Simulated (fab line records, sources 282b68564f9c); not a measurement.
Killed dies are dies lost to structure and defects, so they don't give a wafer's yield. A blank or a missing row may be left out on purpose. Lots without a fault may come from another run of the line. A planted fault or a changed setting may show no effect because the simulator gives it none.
fab line records | flow rit_cmos
record lots=7 wafers=21 last_day=6
route steps=202 shown SDANNEAL@156 PSD@157 NSD@158 PLDD@159 NLDD@160 SILICIDE@161 CONTACT@168 M1@202
lots that met no fault: from a run of the same line without faults
start_h: hours from the record's first day to the start of the lot's first wafer shown | wait_h: hours since the lot's step before | " the same as in the row above | L1.1+2: a row that stands for several wafers | - no value, or no start given | * or withheld: withheld | < > ~ a bound
route shown NAME@n: a module of which the file shows steps, and the number in the route of the first | usual: mean/standard deviation of fault-free wafers | same: alike in all rows | chamber/n: place in a boat | sites: the reading at each site | _std_site: their standard deviation | _edge_site: outer sites' mean less inner sites' | radius_mm: how far each site lies from the wafer's centre | mask NAME#n: copy n | behind: the tool/chamber that last shaped the wafer | hold: why the lot was held/for how many hours/how that ended | device: the transistor (n, p or np) that didn't switch | end of line: the same wafers' tests at the end of the route | a step without rows: its recipe alone | killed: dies lost to structure and defects at the first sort, not the wafer's yield | map: a wafer's dies, x killed, . not, _ none there
set.NAME: the setting as run; set.NAME@STEP: as run at that earlier step | model.NAME: the simulator's own value behind a step, which no gauge read
lots at some steps of the route; a table a step, a row a wafer
services: from which hour (start_h, from the record's first day; less than 0 if before it) a tool's chamber was out of use, for how many hours, and why
## steps
# step RIT_SDANNEAL_RTA_03
# recipe temp_c=1050 time_s=5 idle_temp_c=600 ramp_up_c_per_s=342 ramp_down_c_per_s=171 cool_to_c=600 ambient=N2
# usual wafer_temp_C_max=1053.5/1.2
# columns lot.wafer tool chamber start_h wait_h wafer_temp_C_max
L882.1 rtp_anneal-02 0 73.97 0.0 1052.9
L882.4 " 0 " " 1055.6
L882.6 " 0 " " 1055.0
L887.1 rtp_anneal-01 0 94.76 0.0 1052.7
L887.3 " 0 " " 1053.7
L887.6 " 0 " " 1053.3
L889.1 rtp_anneal-01 0 107.83 0.0 1052.7
L889.2 " 0 " " 1052.7
L889.4 " 0 " " 1053.6
L891.1 rtp_anneal-01 0 119.15 0.0 1050.9
L891.3 " 0 " " 1054.1
L891.4 " 0 " " 1052.1
L892.2 rtp_anneal-02 0 119.41 0.0 1052.4
L892.3 " 0 " " 1056.2
L892.6 " 0 " " 1053.6
L893.3 rtp_anneal-01 0 125.94 0.0 1053.8
L893.4 " 0 " " 1055.6
L893.5 " 0 " " 1055.5
L894.1 rtp_anneal-02 0 127.74 0.0 1053.6
L894.3 " 0 " " 1054.3
L894.5 " 0 " " 1052.8
# step RIT_SDANNEAL_RS_MEAS_04
# recipe thk_meas_gauge=four-point-probe
# usual PSD_RS=115.8/0.37
# columns lot.wafer tool chamber start_h wait_h PSD_RS[ohm/sq]
L882.1 film_metro-03 - 74.02 0.0 115.7
L882.4 " - " " 115.9
L882.6 " - " " 116.0
L887.1 film_metro-03 - 94.81 0.0 116.1
L887.3 " - " " 116.1
L887.6 " - " " 116.1
L889.1 film_metro-01 - 107.89 0.0 116.2
L889.2 " - " " 116.4
L889.4 " - " " 116.0
L891.1 film_metro-01 - 119.21 0.0 116.2
L891.3 " - " " 116.2
L891.4 " - " " 115.7
L892.2 film_metro-02 - 119.51 0.1 116.1
L892.3 " - " " 115.6
L892.6 " - " " 115.9
L893.3 film_metro-03 - 126.02 0.1 115.8
L893.4 " - " " 115.5
L893.5 " - " " 116.1
L894.1 film_metro-03 - 127.80 0.0 115.9
L894.3 " - " " 115.5
L894.5 " - " " 115.8
# step RIT_SDANNEAL_RS_MEAS_05
# recipe thk_meas_gauge=four-point-probe
# usual NSD_RS=84.3/0.33
# columns lot.wafer tool chamber start_h wait_h NSD_RS[ohm/sq]
L882.1 film_metro-03 - 74.14 0.1 83.9
L882.4 " - " " 83.5
L882.6 " - " " 83.8
L887.1 film_metro-03 - 94.93 0.1 84.3
L887.3 " - " " 84.3
L887.6 " - " " 84.2
L889.1 film_metro-01 - 108.01 0.1 85.2
L889.2 " - " " 84.9
L889.4 " - " " 85.1
L891.1 film_metro-01 - 119.33 0.1 84.6
L891.3 " - " " 84.6
L891.4 " - " " 84.5
L892.2 film_metro-02 - 119.63 0.1 84.3
L892.3 " - " " 84.5
L892.6 " - " " 84.4
L893.3 film_metro-03 - 126.14 0.1 84.1
L893.4 " - " " 84.0
L893.5 " - " " 83.9
L894.1 film_metro-03 - 127.92 0.1 84.0
L894.3 " - " " 84.6
L894.5 " - " " 84.2
# step RIT_SDANNEAL_RS_MEAS_06
# recipe thk_meas_gauge=four-point-probe
# usual PLDD_RS=179.5/0.7
# columns lot.wafer tool chamber start_h wait_h PLDD_RS[ohm/sq]
L882.1 film_metro-03 - 74.26 0.1 178.4
L882.4 " - " " 178.8
L882.6 " - " " 178.6
L887.1 film_metro-03 - 95.05 0.1 179.4
L887.3 " - " " 179.5
L887.6 " - " " 180.0
L889.1 film_metro-01 - 108.13 0.1 180.1
L889.2 " - " " 179.8
L889.4 " - " " 179.9
L891.1 film_metro-01 - 119.45 0.1 180.0
L891.3 " - " " 180.1
L891.4 " - " " 179.1
L892.2 film_metro-02 - 119.75 0.1 178.9
L892.3 " - " " 179.1
L892.6 " - " " 179.6
L893.3 film_metro-03 - 126.26 0.1 179.1
L893.4 " - " " 178.6
L893.5 " - " " 179.1
L894.1 film_metro-03 - 128.04 0.1 178.9
L894.3 " - " " 179.4
L894.5 " - " " 179.0
# step RIT_SDANNEAL_RS_MEAS_07
# recipe thk_meas_gauge=four-point-probe
# usual NLDD_RS=151.5/0.51
# columns lot.wafer tool chamber start_h wait_h NLDD_RS[ohm/sq]
L882.1 film_metro-03 - 74.38 0.1 151.9
L882.4 " - " " 152.0
L882.6 " - " " 152.1
L887.1 film_metro-03 - 95.17 0.1 151.4
L887.3 " - " " 151.9
L887.6 " - " " 151.9
L889.1 film_metro-01 - 108.25 0.1 151.1
L889.2 " - " " 151.7
L889.4 " - " " 151.4
L891.1 film_metro-01 - 119.57 0.1 151.9
L891.3 " - " " 152.3
L891.4 " - " " 151.1
L892.2 film_metro-02 - 119.87 0.1 151.6
L892.3 " - " " 151.2
L892.6 " - " " 151.5
L893.3 film_metro-03 - 126.38 0.1 151.8
L893.4 " - " " 151.4
L893.5 " - " " 151.1
L894.1 film_metro-03 - 128.16 0.1 151.9
L894.3 " - " " 151.5
L894.5 " - " " 151.8
# step RIT_SILICIDE_WET_ETCH_00
# recipe chemistry=BOE target=SiO2 target_depth_nm=14 time_s=15 dry=n2_spin dilution=10:1 temp_c=21.5
# step RIT_SILICIDE_SPUTTER_01
# recipe material=Ti target_thk_nm=30 power_w=350 chamber_pressure_pa=0.667 gas=Ar time_s=240 substrate_temp_c=25
# usual cathode_dc_power_W=350.00/0.063 throttle_valve_pct=30.7/0.94
# columns lot.wafer tool chamber start_h wait_h cathode_dc_power_W throttle_valve_pct
L882.1 pvd_sputter-04 - 74.52 0.0 349.99 31.2
L882.4 " - " " 350.12 31.8
L882.6 " - " " 349.87 31.2
L887.1 pvd_sputter-01 - 95.31 0.0 349.99 30.6
L887.3 " - " " 349.88 31.2
L887.6 " - " " 349.96 31.3
L889.1 pvd_sputter-02 - 108.38 0.0 349.97 31.1
L889.2 " - " " 349.94 32.3
L889.4 " - " " 349.99 30.0
L891.1 pvd_sputter-01 - 119.71 0.0 349.98 29.6
L891.3 " - " " 349.88 31.3
L891.4 " - " " 350.08 30.3
L892.2 pvd_sputter-04 - 119.98 0.0 350.07 31.2
L892.3 " - " " 349.96 31.7
L892.6 " - " " 349.95 31.8
L893.3 pvd_sputter-01 - 126.47 0.0 350.11 31.2
L893.4 " - " " 349.94 29.7
L893.5 " - " " 350.02 30.7
L894.1 pvd_sputter-04 - 128.30 0.0 349.98 31.1
L894.3 " - " " 349.96 32.0
L894.5 " - " " 350.17 31.4
# step RIT_SILICIDE_RS_MEAS_02
# recipe thk_meas_gauge=four-point-probe reads=Ti_of_SILICIDE_SPUTTER_01
# usual SILICIDE_TI_RS=48.2/0.76
# columns lot.wafer tool chamber start_h wait_h SILICIDE_TI_RS[ohm/sq]
L882.1 film_metro-04 - 74.67 0.1 47.5
L882.4 " - " " 47.9
L882.6 " - " " 47.3
L887.1 film_metro-02 - 95.46 0.1 47.6
L887.3 " - " " 48.0
L887.6 " - " " 47.7
L889.1 film_metro-02 - 108.53 0.1 47.4
L889.2 " - " " 48.8
L889.4 " - " " 47.4
L891.1 film_metro-04 - 119.86 0.1 48.3
L891.3 " - " " 48.3
L891.4 " - " " 48.8
L892.2 film_metro-02 - 120.15 0.1 47.5
L892.3 " - " " 48.3
L892.6 " - " " 48.1
L893.3 film_metro-04 - 126.66 0.1 48.1
L893.4 " - " " 47.6
L893.5 " - " " 47.2
L894.1 film_metro-02 - 128.45 0.1 47.6
L894.3 " - " " 48.2
L894.5 " - " " 48.4
# step RIT_SILICIDE_THK_MEAS_03
# recipe thk_meas_gauge=xrf reads=Ti_of_SILICIDE_SPUTTER_01
# usual SILICIDE_TI_THK=29.8/0.39
# columns lot.wafer tool chamber start_h wait_h SILICIDE_TI_THK[nm]
L882.1 film_metro-04 - 74.79 0.1 30.2
L882.4 " - " " 29.8
L882.6 " - " " 30.3
L887.1 film_metro-02 - 95.58 0.1 30.2
L887.3 " - " " 30.1
L887.6 " - " " 30.4
L889.1 film_metro-02 - 108.65 0.1 30.5
L889.2 " - " " 29.8
L889.4 " - " " 30.3
L891.1 film_metro-04 - 119.98 0.1 30.0
L891.3 " - " " 29.6
L891.4 " - " " 29.4
L892.2 film_metro-02 - 120.26 0.1 30.3
L892.3 " - " " 29.9
L892.6 " - " " 30.0
L893.3 film_metro-04 - 126.76 0.1 29.7
L893.4 " - " " 29.9
L893.5 " - " " 30.1
L894.1 film_metro-02 - 128.57 0.1 30.3
L894.3 " - " " 29.9
L894.5 " - " " 29.7
# step RIT_SILICIDE_RTA_04
# recipe temp_c=650 time_s=10 idle_temp_c=25 ramp_up_s=5 ramp_down_s=5 cool_to_c=25 ambient=N2
# usual wafer_temp_C_max=652.8/0.55
# columns lot.wafer tool chamber start_h wait_h wafer_temp_C_max
L882.1 rtp_anneal-01 0 74.85 0.1 652.6
L882.4 " 0 " " 652.6
L882.6 " 0 " " 653.0
L887.1 rtp_anneal-02 0 95.64 0.1 652.9
L887.3 " 0 " " 652.3
L887.6 " 0 " " 651.8
L889.1 rtp_anneal-02 0 108.71 0.1 653.0
L889.2 " 0 " " 652.7
L889.4 " 0 " " 652.8
L891.1 rtp_anneal-01 0 120.04 0.1 653.4
L891.3 " 0 " " 652.7
L891.4 " 0 " " 652.8
L892.2 rtp_anneal-01 0 120.32 0.1 653.3
L892.3 " 0 " " 653.0
L892.6 " 0 " " 653.3
L893.3 rtp_anneal-02 0 126.82 0.1 653.2
L893.4 " 0 " " 652.6
L893.5 " 0 " " 653.8
L894.1 rtp_anneal-01 0 128.63 0.1 653.0
L894.3 " 0 " " 653.6
L894.5 " 0 " " 652.6
# step RIT_SILICIDE_WET_ETCH_05
# recipe chemistry=SPM target=Ti temp_c=90 time_s=120 dry=n2_spin
# step RIT_SILICIDE_RTA_06
# recipe temp_c=750 time_s=10.37 idle_temp_c=25 ramp_up_s=5 ramp_down_s=10 cool_to_c=25 ambient=N2
# usual wafer_temp_C_max=753.2/0.7
# columns lot.wafer tool chamber start_h wait_h wafer_temp_C_max
L882.1 rtp_anneal-02 0 74.96 0.0 752.5
L882.4 " 0 " " 752.7
L882.6 " 0 " " 753.3
L887.1 rtp_anneal-01 0 95.75 0.0 753.4
L887.3 " 0 " " 753.5
L887.6 " 0 " " 752.9
L889.1 rtp_anneal-01 0 108.82 0.0 753.8
L889.2 " 0 " " 754.8
L889.4 " 0 " " 753.0
L891.1 rtp_anneal-02 0 120.15 0.0 752.7
L891.3 " 0 " " 753.6
L891.4 " 0 " " 752.7
L892.2 rtp_anneal-02 0 120.43 0.0 753.9
L892.3 " 0 " " 752.3
L892.6 " 0 " " 753.0
L893.3 rtp_anneal-01 0 126.93 0.0 754.1
L893.4 " 0 " " 753.4
L893.5 " 0 " " 753.1
L894.1 rtp_anneal-02 0 128.73 0.0 753.0
L894.3 " 0 " " 753.0
L894.5 " 0 " " 752.7
# step RIT_CONTACT_CVD_00
# recipe material=SiO2 target_thk_nm=400 precursor=TEOS temp_c=390 time_s=61 rf_w=400
# usual heater_power_w=304/49 rf_fwd_power_W=396.5/1.7
# columns lot.wafer tool chamber start_h wait_h heater_power_w rf_fwd_power_W
L882.1 pecvd-02 2 75.02 0.1 281 394.6
L882.4 " 0 " " 269 396.0
L882.6 " 2 " " 203 395.2
L887.1 pecvd-01 1 95.81 0.1 261 396.8
L887.3 " 2 " " 379 399.5
L887.6 " 0 " " 274 395.2
L889.1 pecvd-03 0 108.89 0.1 298 397.4
L889.2 " 1 " " 338 394.7
L889.4 " 0 " " 214 397.6
L891.1 pecvd-02 2 120.21 0.1 224 396.3
L891.3 " 0 " " 323 396.7
L891.4 " 2 " " 245 395.5
L892.2 pecvd-03 1 120.49 0.0 315 396.1
L892.3 " 0 " " 275 397.9
L892.6 " 1 " " 339 396.1
L892.2 pecvd-03 1 120.70 0.2 316 395.4
L892.3 " 0 " " 282 398.6
L892.6 " 1 " " 327 394.4
L893.3 pecvd-01 1 126.98 0.0 278 395.7
L893.4 " 2 " " 322 398.7
L893.5 " 1 " " 208 397.2
L893.3 pecvd-01 1 127.20 0.2 293 396.8
L893.4 " 2 " " 320 395.6
L893.5 " 1 " " 208 399.0
L894.1 pecvd-03 0 128.80 0.1 264 397.7
L894.3 " 1 " " 312 395.7
L894.5 " 1 " " 326 396.7
L894.1 pecvd-03 0 129.02 0.2 278 397.7
L894.3 " 1 " " 314 396.5
L894.5 " 1 " " 323 396.2
# step RIT_CONTACT_THK_MEAS_01
# recipe reads=SiO2_of_CONTACT_CVD_00
# usual CONTACT_TEOS_THK=401/5.4
# columns lot.wafer tool chamber start_h wait_h CONTACT_TEOS_THK[nm]
L882.1 film_metro-03 - 75.07 0.0 398
L882.4 " - " " 399
L882.6 " - " " 405
L887.1 film_metro-03 - 95.86 0.0 401
L887.3 " - " " 398
L887.6 " - " " 401
L889.1 film_metro-01 - 108.94 0.0 399
L889.2 " - " " 393
L889.4 " - " " 402
L891.1 film_metro-01 - 120.27 0.0 400
L891.3 " - " " 395
L891.4 " - " " 407
L892.2 film_metro-03 - 120.76 0.0 793
L892.3 " - " " 794
L892.6 " - " " 811
L893.3 film_metro-01 - 127.27 0.0 783
L893.4 " - " " 798
L893.5 " - " " 797
L894.1 film_metro-04 - 129.07 0.0 790
L894.3 " - " " 790
L894.5 " - " " 807
# step RIT_CONTACT_HMDS_02
# recipe prime_time_s=60 prime_temp_c=140
# step RIT_CONTACT_COAT_03
# recipe resist=NOVOLAK spin_rpm=3250 resist_thk_nm=1000
# step RIT_CONTACT_SOFTBAKE_04
# recipe resist=NOVOLAK temp_c=90 time_s=60
# step RIT_CONTACT_EXPOSE_05
# recipe mask_id=M11 na=0.6 source_shape=conventional sigma_outer=0.5 target_cd_nm=1000 dose_mj=250
# step RIT_CONTACT_PEB_06
# recipe resist=NOVOLAK temp_c=withheld time_s=withheld
# step RIT_CONTACT_DEVELOP_07
# recipe resist=NOVOLAK develop_time_s=120 dev_temp_c=23
# step RIT_CONTACT_CD_MEAS_08
# recipe target_cd_nm=1000
# usual cd_nm=1000.5/2
# columns lot.wafer tool chamber start_h wait_h cd_nm
L882.1 cd_sem-01 - 76.32 - 999.0
L882.4 " - " " 998.2
L882.6 " - " " 997.3
L887.1 cd_sem-02 - 96.89 - 1004.1
L887.3 " - " " 1001.9
L887.6 " - " " 1001.7
L889.1 cd_sem-02 - 110.09 - 998.8
L889.2 " - " " 999.7
L889.4 " - " " 999.6
L891.1 cd_sem-01 - 121.42 - 1000.2
L891.3 " - " " 1001.2
L891.4 " - " " 999.3
L892.2 cd_sem-02 - 121.80 - 999.0
L892.3 " - " " 1001.6
L892.6 " - " " 1001.3
L893.3 cd_sem-01 - 128.31 - 1000.6
L893.4 " - " " 999.0
L893.5 " - " " 1000.5
L894.1 cd_sem-02 - 130.10 - 1002.7
L894.3 " - " " 1000.2
L894.5 " - " " 999.9
# step RIT_CONTACT_OVL_MEAS_09
# usual CONTACT_OVL=-0.5/1.3
# columns lot.wafer tool chamber start_h wait_h CONTACT_OVL[nm]
L882.1 overlay-01 - 76.44 0.1 0.2
L882.4 " - " " -1.3
L882.6 " - " " -2.1
L887.1 overlay-01 - 97.01 0.1 -0.9
L887.3 " - " " -2.5
L887.6 " - " " -0.8
L889.1 overlay-02 - 110.21 0.1 -0.7
L889.2 " - " " -0.3
L889.4 " - " " -2.8
L891.1 overlay-01 - 121.54 0.1 -1.5
L891.3 " - " " -0.4
L891.4 " - " " -1.4
L892.2 overlay-02 - 121.91 0.1 -1.0
L892.3 " - " " -0.7
L892.6 " - " " 0.1
L893.3 overlay-01 - 128.41 0.1 3.2
L893.4 " - " " 0.9
L893.5 " - " " -0.1
L894.1 overlay-01 - 130.22 0.1 -2.4
L894.3 " - " " -0.4
L894.5 " - " " -1.5
# step RIT_CONTACT_HARDBAKE_10
# recipe resist=NOVOLAK temp_c=140 time_s=60
# step RIT_CONTACT_ETCH_11
# recipe target_depth_a=4800 over_etch_frac=0.2 stop_on=TiSi2 chemistry=CHF3/CF4/Ar target=SiO2 CHF3_flow_sccm=50 cf4_flow_sccm=10 Ar_flow_sccm=100 O2_flow_sccm=5 pressure_mtorr=100 rf_w=195 time_s=320
# usual drypump_motor_current_A=5.9/0.46 mfc_ar_sccm=100.0/0.3 oes_product_au=0.989/0.022 rf_fwd_power_W=194.6/0.66 throttle_valve_pct=8.85/0.16
# columns lot.wafer tool chamber start_h wait_h drypump_motor_current_A mfc_ar_sccm oes_product_au rf_fwd_power_W rf_hours_counter_h throttle_valve_pct model.etch.depth_nm model.CONTACT.feature_depth_nm
L882.1 rie_diel-04 2 76.71 0.1 5.7 99.8 0.957 194.2 7 8.83 398.1 398.1
L882.4 " 1 " " 5.2 99.9 0.989 194.1 40 8.57 399.7 399.7
L882.6 " 2 " " 5.7 100.6 0.955 194.4 - 8.85 404.9 404.9
L887.1 rie_diel-02 0 97.20 0.1 6.5 100.5 0.975 194.7 129 8.79 400.8 400.8
L887.3 " 1 " " 5.7 100.0 0.970 194.5 5 8.68 397.9 397.9
L887.6 " 2 " " 5.7 100.3 1.021 194.9 - 8.89 401.4 401.4
L889.1 rie_diel-01 3 110.49 0.1 5.0 99.9 1.000 194.1 3 8.82 399.3 399.3
L889.2 " 1 " " 6.2 100.0 0.961 192.8 9 9.12 392.9 392.9
L889.4 " 0 " " 6.5 99.8 1.007 194.3 54 8.66 401.6 401.6
L891.1 rie_diel-02 0 121.80 0.1 6.5 100.2 0.976 195.3 130 8.80 399.5 399.5
L891.3 " 2 " " 5.7 99.9 1.014 194.3 73 8.90 395.1 395.1
L891.4 " 3 " " 6.0 99.7 1.025 195.7 28 8.85 406.4 406.4
L892.2 rie_diel-01 0 122.09 0.1 6.5 99.7 1.010 194.1 55 8.65 461.9 461.9
L892.3 " 1 " " 6.2 99.8 0.966 194.5 9 9.13 469.4 469.4
L892.6 " 1 " " 6.2 100.5 0.970 193.2 - 9.12 472.2 472.2
L893.3 rie_diel-01 1 128.58 0.1 6.2 100.1 0.973 194.6 9 9.13 470.6 470.6
L893.4 " 3 " " 5.0 100.1 1.016 193.8 3 8.82 481.6 481.6
L893.5 " 0 " " 6.5 99.6 1.008 194.3 - 8.67 466 466
L894.1 rie_diel-04 1 130.40 0.1 5.2 99.7 0.997 194.0 41 8.56 479.6 479.6
L894.3 " 3 " " 5.5 100.1 0.998 194.5 13 8.86 472.5 472.5
L894.5 " 1 " " 5.2 99.6 0.992 194.2 - 8.56 482.9 482.9
# step RIT_CONTACT_STRIP_12
# recipe chemistry=O2 time_s=180 resist=NOVOLAK platen_temp_c=withheld power_w=500 pressure_mtorr=4000 o2_flow_sccm=4000
# usual drypump_motor_current_A=6.13/0.24 rf_refl_power_W=7.1/1.2
# columns lot.wafer tool chamber start_h wait_h drypump_motor_current_A rf_hours_counter_h rf_refl_power_W
L882.1 plasma_asher-02 0 76.91 0.1 6.22 44 8.5
L882.4 " 0 " " 6.23 - 8.3
L882.6 " 0 " " 6.22 - 8.5
L887.1 plasma_asher-03 0 97.39 0.1 5.94 45 9.0
L887.3 " 1 " " 6.11 - 6.8
L887.6 " 0 " " 5.91 - 8.7
L889.1 plasma_asher-01 0 110.71 0.1 5.61 45 6.7
L889.2 " 1 " " 6.36 45 6.7
L889.4 " 1 " " 6.34 - 6.5
L891.1 plasma_asher-01 1 122.00 0.1 6.36 46 6.7
L891.3 " 1 " " 6.33 - 6.6
L891.4 " 0 " " 5.64 - 6.5
L892.2 plasma_asher-03 1 122.28 0.1 6.12 48 7.3
L892.3 " 1 " " 6.11 - 7.0
L892.6 " 0 " " 5.92 - 8.7
L893.3 plasma_asher-02 0 128.96 0.3 6.34 - 8.1
L893.4 " 1 " " 6.29 - 5.7
L893.5 " 0 " " 6.27 - 8.1
L894.1 plasma_asher-02 0 130.60 0.1 6.24 2 8.5
L894.3 " 1 " " 6.25 - 5.5
L894.5 " 0 " " 6.30 - 8.5
# step RIT_CONTACT_CD_MEAS_90
# recipe target_cd_nm=1000
# usual cd_nm=1000.4/2
# columns lot.wafer tool chamber start_h wait_h cd_nm
L882.1 cd_sem-01 - 77.08 0.1 998.2
L882.4 " - " " 998.1
L882.6 " - " " 997.1
L887.1 cd_sem-02 - 97.56 0.1 1004.5
L887.3 " - " " 1001.8
L887.6 " - " " 1002.0
L889.1 cd_sem-02 - 110.88 0.1 998.3
L889.2 " - " " 999.4
L889.4 " - " " 999.2
L891.1 cd_sem-01 - 122.17 0.1 999.9
L891.3 " - " " 1000.9
L891.4 " - " " 998.8
L892.2 cd_sem-02 - 122.48 0.1 998.7
L892.3 " - " " 1001.3
L892.6 " - " " 1001.2
L893.3 cd_sem-01 - 129.12 0.1 1000.4
L893.4 " - " " 999.2
L893.5 " - " " 1000.1
L894.1 cd_sem-01 - 130.77 0.1 1002.7
L894.3 " - " " 999.3
L894.5 " - " " 999.3
# step RIT_CONTACT_CLEAN_13
# recipe chemistry=SC1 mix=3:3:50 time_s=600 temp_c=75
# columns lot.wafer tool chamber start_h wait_h model.SiO2_of_CONTACT_CVD_00.thk_nm
L882.1 wet_bench-02 3 77.37 0.3 393.9
L882.4 " 3 " " 395.6
L882.6 " 3 " " 400.8
L887.1 wet_bench-01 3 97.68 0.1 396.6
L887.3 " 3 " " 393.8
L887.6 " 3 " " 397.3
L889.1 wet_bench-03 0 111.00 0.1 395.1
L889.2 " 0 " " 388.7
L889.4 " 0 " " 397.5
L891.1 wet_bench-02 2 122.29 0.1 395.4
L891.3 " 2 " " 391.1
L891.4 " 2 " " 402.4
L892.2 wet_bench-01 1 122.58 0.1 789.7
L892.3 " 1 " " 790.3
L892.6 " 1 " " 806.9
L893.3 wet_bench-03 3 129.25 0.1 779.2
L893.4 " 3 " " 795.3
L893.5 " 3 " " 792.3
L894.1 wet_bench-01 3 130.89 0.1 786.7
L894.3 " 3 " " 785.9
L894.5 " 3 " " 802.3
# step RIT_CONTACT_CLEAN_14
# recipe chemistry=SC2 mix=3:3:50 time_s=600 temp_c=75 dry=n2_spin
# step RIT_M1_PROBE_99
# usual killed_at_contacts=0.1/0.25 killed_at_front_end=6.8/2.9 killed_dies=6.9/2.9 killed_on_rim=1.7/1.3 killed_open=3.3/1.9 killed_short=3.6/1.9
# same gross_dies=264 killed_at_M0_to_M3=0 killed_at_M4_up=0 killed_at_back_side=0 killed_at_other=0
# columns lot.wafer tool chamber start_h wait_h killed_at_contacts killed_at_front_end killed_dies killed_on_rim killed_open killed_short
L887.1 prober-02 - 102.17 0.1 0 7 7 0 2 5
L887.3 prober-02 - 102.27 0.2 0 5 5 0 2 3
L887.6 prober-02 - 102.42 0.2 0 5 5 0 1 4
L892.2 prober-02 - 128.63 0.1 262 2 264 70 1 1
L892.3 prober-02 - 128.68 0.2 253 11 264 70 4 7
L892.6 prober-02 - 128.83 0.2 261 3 264 70 4 0
L893.3 prober-01 - 134.90 0.2 254 10 264 70 4 6
L893.4 prober-01 - 134.95 0.2 254 10 264 70 4 6
L893.5 prober-01 - 135.00 0.2 253 11 264 70 5 6
L894.1 prober-02 - 135.29 0.1 256 8 264 70 3 5
L894.3 prober-02 - 135.39 0.2 259 5 264 70 4 1
L894.5 prober-02 - 135.49 0.2 264 0 264 70 0 0
# killed by level:class
L887.1 GATE:geometric_particle:short=3 REOX:geometric_particle:short=2 FOX2:geometric_particle:open=1 REOX:geometric_particle:open=1
L887.3 FOX1:geometric_particle:open=1 FOX1:geometric_particle:short=1 GATE:geometric_particle:short=1 REOX:geometric_particle:open=1 SILICIDE:geometric_particle:short=1
L887.6 GATE:geometric_particle:short=3 GATE:geometric_particle:open=1 SPACER:geometric_particle:short=1
L892.2 CONTACT:area_etch=262 FOX1:geometric_particle:short=1 SILICIDE:geometric_particle:open=1
L892.3 CONTACT:area_etch=253 GATE:geometric_particle:short=4 FOX1:geometric_particle:short=2 FOX1:geometric_particle:open=2 GATE:geometric_particle:open=1 REOX:geometric_particle:short=1 REOX:geometric_particle:open=1
L892.6 CONTACT:area_etch=260 FOX1:geometric_particle:open=1 GATE:geometric_particle:open=1 SPACER:geometric_particle:open=1 CONTACT:geometric_particle:open=1
L893.3 CONTACT:area_etch=254 GATE:geometric_particle:open=4 FOX1:geometric_particle:short=2 GATE:geometric_particle:short=2 REOX:geometric_particle:short=1 SILICIDE:geometric_particle:short=1
L893.4 CONTACT:area_etch=254 GATE:geometric_particle:short=3 REOX:geometric_particle:short=3 FOX1:geometric_particle:open=1 GATE:geometric_particle:open=1 REOX:geometric_particle:open=1 SPACER:geometric_particle:open=1
L893.5 CONTACT:area_etch=253 GATE:geometric_particle:short=4 GATE:geometric_particle:open=4 REOX:geometric_particle:short=2 SPACER:geometric_particle:open=1
L894.1 CONTACT:area_etch=256 FOX2:geometric_particle:short=3 REOX:geometric_particle:open=2 GATE:geometric_particle:short=1 GATE:geometric_particle:open=1 SILICIDE:geometric_particle:short=1
L894.3 CONTACT:area_etch=259 SILICIDE:geometric_particle:open=2 FOX1:geometric_particle:short=1 FOX1:geometric_particle:open=1 GATE:geometric_particle:open=1
L894.5 CONTACT:area_etch=264
# map L892.2 (x killed, . not)
________xxxxxxx_______
_____xxxxxxxxxxxxx____
____xxxxxxxxxxxxxxx___
___xxxxxxxxxxxxxxxxx__
__xxxxxxxxxxxxxxxxxxx_
__xxxxxxxxxxxxxxxxxxx_
_xxxxxxxxxxxxxxxxxxxxx
_xxxxxxxxxxxxxxxxxxxxx
_xxxxxxxxxxxxxxxxxxxxx
_xxxxxxxxxxxxxxxxxxxxx
__xxxxxxxxxxxxxxxxxxx_
__xxxxxxxxxxxxxxxxxxx_
___xxxxxxxxxxxxxxxxx__
____xxxxxxxxxxxxxxx___
_____xxxxxxxxxxxxx____
________xxxxxxx_______
# map L893.3 (x killed, . not)
________xxxxxxx_______
_____xxxxxxxxxxxxx____
____xxxxxxxxxxxxxxx___
___xxxxxxxxxxxxxxxxx__
__xxxxxxxxxxxxxxxxxxx_
__xxxxxxxxxxxxxxxxxxx_
_xxxxxxxxxxxxxxxxxxxxx
_xxxxxxxxxxxxxxxxxxxxx
_xxxxxxxxxxxxxxxxxxxxx
_xxxxxxxxxxxxxxxxxxxxx
__xxxxxxxxxxxxxxxxxxx_
__xxxxxxxxxxxxxxxxxxx_
___xxxxxxxxxxxxxxxxx__
____xxxxxxxxxxxxxxx___
_____xxxxxxxxxxxxx____
________xxxxxxx_______
## services
# columns tool chamber start_h hours kind
pecvd-01 - 50.11 4.8 repair
rie_diel-04 3 52.55 3.8 repair
pecvd-03 1 53.60 11.8 repair
rie_diel-01 2 67.31 4.3 repair
pecvd-03 2 69.07 15.2 repair
plasma_asher-01 - 74.01 19.3 repair
rtp_anneal-01 - 79.63 5.0 pm
pvd_sputter-01 - 80.12 3.4 repair
pecvd-03 - 86.79 1.4 repair
pecvd-02 - 94.93 0.8 repair
wet_bench-03 - 105.54 1.9 repair
plasma_asher-02 - 108.75 9.0 pm
plasma_asher-02 0 108.75 9.0 vent_cycle
plasma_asher-02 1 108.75 9.0 vent_cycle
rie_diel-01 3 113.13 12.9 repair
plasma_asher-02 0 117.75 - clean
plasma_asher-02 1 117.75 - clean
rie_diel-04 2 121.33 7.5 repair
plasma_asher-03 - 128.34 14.6 pm
pecvd-02 - 128.43 2.8 pm
## key
first_sign step=RIT_CONTACT_CVD_00 reading=visit direction=added
effect step=RIT_CONTACT_THK_MEAS_01 reading=CONTACT_TEOS_THK direction=up sigmas=73 usual=401 struck=796
effect step=RIT_M1_PROBE_99 reading=killed_at_contacts direction=up sigmas=99+ usual=0.1 struck=257.3
model_effect step=RIT_CONTACT_ETCH_11 value=etch.depth_nm without=398.5 struck=473
model_effect step=RIT_CONTACT_CLEAN_13 value=SiO2_of_CONTACT_CVD_00.thk_nm without=394.4 struck=792.1
more_kills_born_at RIT_CONTACT_ETCH_11@rie_diel-01=1536 RIT_CONTACT_ETCH_11@rie_diel-04=779
met_at RIT_CONTACT_CVD_00
struck_wafers L892.2,L892.3,L892.6,L893.3,L893.4,L893.5,L894.1,L894.3,L894.5
later_rows_left_out L892.2,L892.3,L892.6,L893.3,L893.4,L893.5,L894.1,L894.3,L894.5
tester_left_out L892,L893,L894
fault kind=repeated_step_whole tool=pecvd-01,pecvd-02,pecvd-03 chamber=- onset_h=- steps=RIT_CONTACT_CVD_00 times=1 scope=struck_lots_only
# tester_left_out: of these lots the tester's yield and bins aren't shown, on N5 and GAA mostly nor the transistor test; their killed dies are dies lost to structure and defects alone, not to doping, threshold or leakage, so they don't give the yield
# later_rows_left_out: the simulator's readings of these wafers behind a module that went badly wrong aren't trusted and aren't shown, but for the sort
